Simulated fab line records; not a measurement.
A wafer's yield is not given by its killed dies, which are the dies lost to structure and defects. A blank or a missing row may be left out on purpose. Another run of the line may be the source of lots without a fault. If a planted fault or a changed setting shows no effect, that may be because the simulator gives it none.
A struck lot beside a sound one    flow rit cmos    17 out of 202 route steps
Sound: wafers L962.2, L962.3, L962.4. Wafers struck: L972.3, L972.4, L972.5. The cause comes at the end.
At each step with rows: each side's tool, then ch and its chambers, then its first start. Under that, the readings that differ: sound wafers    struck wafers    difference of the means    sigmas: that difference in standard deviations of wafers without a fault.
alike: readings with means less than 2 such deviations apart, plus words and numbers identical on both sides. not compared: withheld readings, readings lacking a value on some wafer, bounds such as >300 that could conceal the same value, and numbers that have no deviation in the record and whose values overlap.
Wherever a step has rows on one side only, a row that says differs or no value, or a row with sigmas, the two part there. Numbers that don't overlap but have no deviation are shown without sigmas and don't part them. A reading that every wafer of one side lacks parts them only if that side has two wafers or more.

RIT_ACTIVE_BOW_MEAS_00:
  sound on film metro-04 at day 2 21:01; struck on film metro-04 at day 4 23:02
  alike: INCOMING_BOW
then, 1 step without rows for these wafers: RIT_ACTIVE_OXIDATION_01 (target thk 46.8 nm, ox time 3360 s).
RIT_ACTIVE_THK_MEAS_02:
  sound on film metro-03 at day 2 23:28; struck on film metro-03 at day 5 01:04
reading                sound           struck          difference  sigmas
ACTIVE_OXIDE_THK (nm)  46.1 45.4 46.0  47.5 48.1 47.6  +1.9        +2
RIT_ACTIVE_CVD_03: deposits Si3N4 from SiH2Cl2/NH3, target thk 150 nm, time 1500 s.
  sound on lpcvd-01 ch 1, day 2 23:31; struck on lpcvd-01 ch 0, day 5 01:07
  no value came back on the struck wafers for nh3 flow sccm (sccm), pressure mtorr (mTorr), spike tc load C (C); on the sound wafers nh3 flow sccm (sccm) reads 149.5 150.0 149.7
then, 6 steps without rows for these wafers: RIT_ACTIVE_HMDS_05 (prime time 60 s); RIT_ACTIVE_COAT_06 (resist thk 1000 nm); RIT_ACTIVE_SOFTBAKE_07 (time 60 s); RIT_ACTIVE_EXPOSE_08 (exposes mask M1, target cd 1400 nm); RIT_ACTIVE_PEB_09; RIT_ACTIVE_DEVELOP_10 (develop time 50 s).
RIT_ACTIVE_CD_MEAS_11: target cd 1400 nm.
  sound on cd sem-01 at day 3 01:59; struck on cd sem-01 at day 5 03:36
  alike: cd nm
then, 1 step without rows for these wafers: RIT_ACTIVE_HARDBAKE_12 (time 60 s).
RIT_ACTIVE_ETCH_13: etches Si3N4 in SF6, stops on SiO2, time 210 s, target depth 210 nm.
  sound on rie diel-02 ch 0,1,2, day 3 02:17; struck on rie diel-02 ch 0,1,3, day 5 03:50
reading                             sound              struck       difference  sigmas
model.ACTIVE.feature depth nm (nm)  148.2 149.5 147.9  150 150 150  +1          
model.etch.depth nm (nm)            148.2 149.5 147.4  150 150 150  +2          
  alike: drypump motor current A, oes product au, throttle valve pct
  not compared: rf hours counter h
RIT_ACTIVE_STRIP_14: strips in O2, time 180 s.
  sound on plasma asher-04 ch 0,1, day 3 02:26; struck on plasma asher-04 ch 0,1, day 5 04:02
  alike: drypump motor current A, rf refl power W
  not compared: rf hours counter h
RIT_ACTIVE_CD_MEAS_90: target cd 1400 nm.
  sound on cd sem-01 at day 3 02:37; struck on cd sem-02 at day 5 04:11
reading     sound                 struck  difference                     sigmas
cd nm (nm)  1399.5 1397.7 1397.5  - - -   no value on the struck wafers  
then, 1 step without rows for these wafers: RIT_ACTIVE_CLEAN_15 (cleans in SC1, time 623 s).
RIT_M1_PROBE_99:
  sound on prober-02 at day 4 19:56; struck on prober-02 at day 6 23:44
reading              sound   struck       difference  sigmas
killed at front end  9 12 5  264 264 264  +255        +82
killed dies          9 12 5  264 264 264  +255        +82
killed on rim        4 3 1   70 70 70     +67         +45
  alike: killed at contacts, killed open, killed short

== WHERE THEY PART ==
Last at RIT_M1_PROBE_99 as far as this record goes, first at RIT_ACTIVE_THK_MEAS_02.

WHY: what had been put in by the simulator
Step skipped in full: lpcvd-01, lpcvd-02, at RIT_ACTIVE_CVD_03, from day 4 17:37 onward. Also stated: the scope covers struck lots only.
